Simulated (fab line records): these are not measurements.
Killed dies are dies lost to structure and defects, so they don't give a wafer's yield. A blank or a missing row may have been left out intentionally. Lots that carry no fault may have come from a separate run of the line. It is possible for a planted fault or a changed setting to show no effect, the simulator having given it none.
Problem report in the 8D (eight disciplines) form, filled by code | flow berkeley cmos170 | the parts of the form that need people (team, actions taken, sign-off) are left out

## 1. PROBLEM STATEMENT
oes product au at UCB170_M3_ETCH_17 reads a mean of 1.182 a.u. on 6 wafers of 2 lots; wafers without a fault read 0.993 a.u. with a standard deviation of 0.02. Relative to the usual mean, that is a shift of +9.4 standard deviations.
The step: etches BARC in N2/H2.
First seen on wafer L920.1, day 10 13:34, on rie diel-04. Wafers with a number at this step in the record: 42, from 14 lots. The rule behind "out" and "out of limits": a value lying over 4 standard deviations away from the usual mean. The other wafers with a number count as sound.

## 2. WHAT IT IS, WHAT IT ISN'T
question                    | is                     | is not
which readings at this step | oes product au         | drypump motor current A, h2 flow sccm, throttle valve pct
which lots                  | L920, L924             | L909, L911, L912, L913, L914, L916, L917, L925, L927, L929, L930, L932
which wafers of those lots  | all that have a number | -
read on which tools         | rie diel-04            | rie diel-01, rie diel-02
when                        | from day 10 13:34      | up to then (21 sound wafers); but 15 sound wafers of L925, L927, L929, L930, L932 came after

## 3. SUSPECTS, AND WHAT RULES EACH OUT
Counting: a tool stays on the suspect list if, at a process step up to the reading, it processed all lots that are out and no sound lot following the first of them.
- rie diel-04 at UCB170_M3_ETCH_17 (etches BARC in N2/H2): kept. All lots that are out passed through it, beginning with L920 at day 10 13:34, and no sound lot followed; its final sound lot before that point was L917 at day 9 06:46. Its own readings are out on those wafers: oes product au.
Remaining after the count: rie diel-04 at UCB170_M3_ETCH_17.

## 4. THE CAUSE (what the simulator had put in)
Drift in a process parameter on rie diel-04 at UCB170_M3_ETCH_17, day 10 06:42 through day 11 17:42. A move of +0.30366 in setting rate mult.
Counting left only this tool.

## 5. SEQUENCE OF EFFECTS, ordered by route
One row per reading whose mean, taken over the struck wafers that have a number, lies over 3 standard deviations from the usual. Scope: only readings with a usual standard deviation given in the record; hours: median across lots of the time from each lot's start at the first step in this table that gives one to its start at this step; sigmas: change in usual standard deviations.
hours | step              | reading        | usual      | on struck wafers | change | sigmas
0     | UCB170_M3_ETCH_17 | oes product au | 0.993 a.u. | 1.182            | +0.189 | +9.4
Here are the process steps it includes:
- UCB170_M3_ETCH_17: etches BARC in N2/H2.

## 6. HOW IT WOULD HAVE BEEN CAUGHT EARLIER
In this record the first reading out of limits was taken at day 10 13:34, 7 hours after the fault began at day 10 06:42.
